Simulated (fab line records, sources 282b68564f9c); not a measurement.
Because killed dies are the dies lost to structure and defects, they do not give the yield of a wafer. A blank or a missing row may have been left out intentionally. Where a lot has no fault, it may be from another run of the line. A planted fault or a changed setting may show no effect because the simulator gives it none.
Lot-split experiment :: flow rit_cmos :: route with 202 steps; 5 lots, 23 wafers read

== ABOUT THE SPLIT ==
At RIT_PSD_IMPLANT_08, the setting energy_kev was moved away from the recipe's 27 on 6 of the 23 wafers read, by -6.0% to +4.6%. This setting was run at the recipe's value on the other wafers.

== FROM THE SPLIT TO THE READING: what the file shows between them, 3 steps ==
- RIT_PSD_STRIP_09: strips in O2, time 180 s
- RIT_SDANNEAL_CLEAN_02: cleans in SC2, time 600 s
- RIT_SDANNEAL_RTA_03: time 5 s

== THE READING ==
PSD_RS in ohm/sq, measured at RIT_SDANNEAL_RS_MEAS_04 by four-point-probe. Fault-free wafers of this fab line usually give 115.9 ohm/sq, standard deviation 0.3 ohm/sq.

wafer: L076.1
tool, chamber at the split: implanter-03, 0
energy_kev as run: 27
against the recipe: recipe
PSD_RS, ohm/sq: 115.9
against lot-mates on the recipe: -

wafer: L076.3
tool, chamber at the split: implanter-03, 0
energy_kev as run: 27
against the recipe: recipe
PSD_RS, ohm/sq: 115.8
against lot-mates on the recipe: -

wafer: L076.6
tool, chamber at the split: implanter-03, 0
energy_kev as run: 27
against the recipe: recipe
PSD_RS, ohm/sq: 116.0
against lot-mates on the recipe: -

wafer: L077.1
tool, chamber at the split: implanter-01, 0
energy_kev as run: 25.38
against the recipe: -6.0%
PSD_RS, ohm/sq: 119.4
against lot-mates on the recipe: +3.7

wafer: L077.2
tool, chamber at the split: implanter-01, 0
energy_kev as run: 27
against the recipe: recipe
PSD_RS, ohm/sq: 115.5
against lot-mates on the recipe: -

wafer: L077.3
tool, chamber at the split: implanter-01, 0
energy_kev as run: 27
against the recipe: recipe
PSD_RS, ohm/sq: 115.9
against lot-mates on the recipe: -

wafer: L077.5
tool, chamber at the split: implanter-01, 0
energy_kev as run: 25.38
against the recipe: -6.0%
PSD_RS, ohm/sq: 119.2
against lot-mates on the recipe: +3.5

wafer: L077.6
tool, chamber at the split: implanter-01, 0
energy_kev as run: 25.38
against the recipe: -6.0%
PSD_RS, ohm/sq: 119.5
against lot-mates on the recipe: +3.8

wafer: L081.1
tool, chamber at the split: implanter-04, 0
energy_kev as run: 28.23
against the recipe: +4.6%
PSD_RS, ohm/sq: 113.3
against lot-mates on the recipe: -2.7

wafer: L081.2
tool, chamber at the split: implanter-04, 0
energy_kev as run: 27
against the recipe: recipe
PSD_RS, ohm/sq: 115.7
against lot-mates on the recipe: -

wafer: L081.3
tool, chamber at the split: implanter-04, 0
energy_kev as run: 27
against the recipe: recipe
PSD_RS, ohm/sq: 116.2
against lot-mates on the recipe: -

wafer: L081.4
tool, chamber at the split: implanter-04, 0
energy_kev as run: 28.23
against the recipe: +4.6%
PSD_RS, ohm/sq: 113.3
against lot-mates on the recipe: -2.7

wafer: L081.6
tool, chamber at the split: implanter-04, 0
energy_kev as run: 28.23
against the recipe: +4.6%
PSD_RS, ohm/sq: 113.4
against lot-mates on the recipe: -2.5

wafer: L082.2
tool, chamber at the split: implanter-01, 0
energy_kev as run: 27
against the recipe: recipe
PSD_RS, ohm/sq: 115.8
against lot-mates on the recipe: -

wafer: L082.3
tool, chamber at the split: implanter-01, 0
energy_kev as run: 27
against the recipe: recipe
PSD_RS, ohm/sq: 115.7
against lot-mates on the recipe: -

wafer: L082.4
tool, chamber at the split: implanter-01, 0
energy_kev as run: 27
against the recipe: recipe
PSD_RS, ohm/sq: 115.7
against lot-mates on the recipe: -

wafer: L082.5
tool, chamber at the split: implanter-01, 0
energy_kev as run: 27
against the recipe: recipe
PSD_RS, ohm/sq: 115.7
against lot-mates on the recipe: -

wafer: L082.6
tool, chamber at the split: implanter-01, 0
energy_kev as run: 27
against the recipe: recipe
PSD_RS, ohm/sq: 115.8
against lot-mates on the recipe: -

wafer: L085.1
tool, chamber at the split: implanter-01, 0
energy_kev as run: 27
against the recipe: recipe
PSD_RS, ohm/sq: 116.2
against lot-mates on the recipe: -

wafer: L085.3
tool, chamber at the split: implanter-01, 0
energy_kev as run: 27
against the recipe: recipe
PSD_RS, ohm/sq: 116.4
against lot-mates on the recipe: -

wafer: L085.4
tool, chamber at the split: implanter-01, 0
energy_kev as run: 27
against the recipe: recipe
PSD_RS, ohm/sq: 116.0
against lot-mates on the recipe: -

wafer: L085.5
tool, chamber at the split: implanter-01, 0
energy_kev as run: 27
against the recipe: recipe
PSD_RS, ohm/sq: 116.2
against lot-mates on the recipe: -

wafer: L085.6
tool, chamber at the split: implanter-01, 0
energy_kev as run: 27
against the recipe: recipe
PSD_RS, ohm/sq: 116.3
against lot-mates on the recipe: -

FIT RESULTS
A straight line over all 23 wafers: PSD_RS changes by -0.572 ohm/sq for each +1% of energy_kev; r = -0.99; the points scatter about the line by 0.23 ohm/sq.
The same after taking each lot's own level away (the mean of its wafers on the recipe; 23 wafers): -0.597 ohm/sq for each +1%; r = -1.00; scatter 0.14 ohm/sq.
According to that fit, moving energy_kev by its largest amount changes the reading by 3.6 ohm/sq.
From 115.70 to 116.22 ohm/sq: that is the span of the lots' own levels, equal to 1.7 times the standard deviation above.
So the lot-to-lot level changes the slope little: the two slopes agree.
Check: for one of the wafers moved furthest among these (-6.0%), held out of the fit, the line's prediction against its lot-mates is +3.58 ohm/sq. It came out at +3.7 ohm/sq against them.

== THESE WAFERS: OTHER SPLITS ==
These wafers also went through other splits before the reading. Each is held against what the fit with the lots' levels taken away leaves over:
other split on the same wafers: RIT_NSD_IMPLANT_08 energy_kev
wafers away from the commonest value: 12
r with PSD_RS (lot level and that fit taken away): +0.27

other split on the same wafers: RIT_PSD_SOFTBAKE_02 temp_c
wafers away from the commonest value: 9
r with PSD_RS (lot level and that fit taken away): +0.19

== THE WHOLE CHAIN: every reading that the file lists as answering this split, in the file's order ==
step: RIT_PSD_IMPLANT_08
what it does: 
reading: implant.rp_nm (the simulator's own value, which no gauge read)
change (the file's fit): +0.178 nm for each +1% of the setting
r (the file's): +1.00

step: RIT_PSD_IMPLANT_08
what it does: 
reading: implant.drp_nm (the simulator's own value, which no gauge read)
change (the file's fit): +0.0851 nm for each +1% of the setting
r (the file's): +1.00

step: RIT_SDANNEAL_RS_MEAS_04
what it does: measures by four-point-probe
reading: PSD_RS
change (the file's fit): -0.601 for each +1% of the setting
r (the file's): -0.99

== FILE'S OWN FIT ==
PSD_RS changes by -0.601 ohm/sq for each +1% of energy_kev, r = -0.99.
